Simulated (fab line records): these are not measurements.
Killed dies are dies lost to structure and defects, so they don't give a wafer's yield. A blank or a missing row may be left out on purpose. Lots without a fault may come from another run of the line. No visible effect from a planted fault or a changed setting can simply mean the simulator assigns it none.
Problem report in the 8D (eight disciplines) form, filled by code -- flow rit cmos -- the parts of the form that need people (team, actions taken, sign-off) are left out

## 1. WHAT WENT WRONG
Across 2 wafers from 2 lots, SILICIDE_TI_RS at RIT_SILICIDE_RS_MEAS_02 averages 40.2 ohm/sq, while fault-free wafers read 48.2 ohm/sq with a standard deviation of 0.64. That puts it -12 standard deviations away from the usual mean.
The step: measures by four-point-probe.
The first sign was on wafer L730.4 at day 5 22:30, on film metro-03. The record has a number at this step for 42 wafers belonging to 14 lots. By rule, "out" or "out of limits" means more than 4 standard deviations away from the usual mean. The rest of the wafers with a number are treated as sound.

## 2. WHAT THIS IS AND IS NOT
question,is,is not
which readings at this step,SILICIDE_TI_RS,-
which lots,"L730, L732","L717, L719, L722, L723, L724, L725, L726, L727, L728, L729, L731, L739"
which wafers of those lots,"L730.4, L732.1","L730.2, L730.3, L732.2, L732.6"
read on which gauges,"film metro-02, film metro-03",film metro-04
when,from day 5 22:30,"up to then (32 sound wafers); but 8 sound wafers of L731, L732, L739 came after"

## 3. WHAT RULES OUT EACH SUSPECT
Counting: any tool at a process step up to the reading remains a suspect provided it ran every lot that is out. Sound lots after the first of them don't rule it out here, since some wafers of a struck lot are sound.
- the gauge at RIT_SILICIDE_RS_MEAS_02: ruled out. The wafers that are out were read on 2 gauges (film metro-02, film metro-03).
- pvd sputter-04 at RIT_SILICIDE_SPUTTER_01 (material Ti, target thk 30 nm, time 240 s): kept. Ran every lot that is out, first one L730 (day 5 22:20); last sound lot up to then L728 (day 5 13:10). Out on those wafers are its own readings of cathode dc power W.
Left after counting: pvd sputter-04 at RIT_SILICIDE_SPUTTER_01.

## 4. THE CAUSE (what the simulator had put in)
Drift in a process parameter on pvd sputter-04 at RIT_SILICIDE_SPUTTER_01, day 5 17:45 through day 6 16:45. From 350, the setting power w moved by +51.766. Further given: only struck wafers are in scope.
The count eliminated every tool but this one.

## 5. THE CHAIN OF EFFECTS, in route order
Each row: a reading whose mean over the struck wafers that have a number lies more than 3 standard deviations from the usual. Only readings for which the record gives a usual standard deviation are gone through. hours: the time from each lot's start at the first step in this table that gives one to its start at this step, as a median over the lots. sigmas: the change in usual standard deviations.
hours,step,reading,usual,on struck wafers,change,sigmas
0,RIT_SILICIDE_SPUTTER_01,cathode dc power W,350.01 W,401.83,+51.82,+99 or more
0,RIT_SILICIDE_RS_MEAS_02,SILICIDE_TI_RS,48.2 ohm/sq,40.2,-8.0,-12
0,RIT_SILICIDE_THK_MEAS_03,SILICIDE_TI_THK,29.7 nm,34.2,+4.6,+14
Here are the process steps it includes:
- RIT_SILICIDE_SPUTTER_01: material Ti, target thk 30 nm, time 240 s.

## 6. HOW IT WOULD HAVE BEEN CAUGHT EARLIER
The first out-of-limits reading at a measuring or inspecting step in this record came at day 5 22:30, 5 hours after the fault's start at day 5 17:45.
Tool's own readings at RIT_SILICIDE_SPUTTER_01, cathode dc power W: out on all struck wafers the step has rows for; an alarm limit on them would have tripped on the first.
Of the lots that are out (2), L732 began RIT_SILICIDE_SPUTTER_01 on pvd sputter-04 after day 5 22:30. It would have been spared by a hold on the tool at that moment.
